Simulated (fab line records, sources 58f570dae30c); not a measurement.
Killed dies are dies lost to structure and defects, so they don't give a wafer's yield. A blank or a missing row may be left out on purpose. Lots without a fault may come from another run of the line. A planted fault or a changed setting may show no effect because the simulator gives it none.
Chamber matching | flow berkeley_cmos170 | UCB170_M1_ETCH_11 on rie_diel-04: 4 sister chambers
The step etches BARC in N2/H2. 7 wafers are shown with their chamber, then 7 later ones without.

WAFERS WITH THEIR CHAMBER
wafer  | chamber | throttle_valve_pct (%) | drypump_motor_current_A (A)
L710.2 | 1       | 13.50                  | 5.1
L710.3 | 0       | 13.43                  | 5.4
L709.2 | 1       | 13.50                  | 5.0
L709.4 | 2       | 13.04                  | 6.0
L709.6 | 3       | 13.26                  | 6.0
L714.3 | 3       | 13.26                  | 6.0
L714.5 | 2       | 13.03                  | 5.9

WAFERS WITHOUT THEIR CHAMBER
wafer  | throttle_valve_pct (%) | drypump_motor_current_A (A)
L714.6 | 13.50                  | 5.1
L720.3 | 13.43                  | 5.4
L720.4 | 13.51                  | 5.1
L720.6 | 13.03                  | 6.0
L723.1 | 13.24                  | 6.1
L723.2 | 13.50                  | 5.0
L723.6 | 13.23                  | 6.1

WHICH CHAMBER EACH WENT THROUGH
wafer  | from the rows above | in truth
L714.6 | 1                   | 1
L720.3 | 0                   | 0
L720.4 | 1                   | 1
L720.6 | 2                   | 2
L723.1 | 3                   | 3
L723.2 | 1                   | 1
L723.6 | 3                   | 3
Placed correctly: 7 of 7. Can't be placed from these rows: 0. Placed wrongly: 0.
How it was worked out, from the rows above alone: a wafer's distance from a chamber is the root of the sum, over the readings, of the square of ((its reading less the chamber's mean) divided by the reading's scatter). The wafer belongs to the nearest chamber; if the next one is less than 2 further off, it can't be placed. A chamber's mean is the mean of its shown wafers. The scatter: the root of (the sum of the squares of (reading less its chamber's mean) over the shown wafers, divided by (wafers less chambers)).
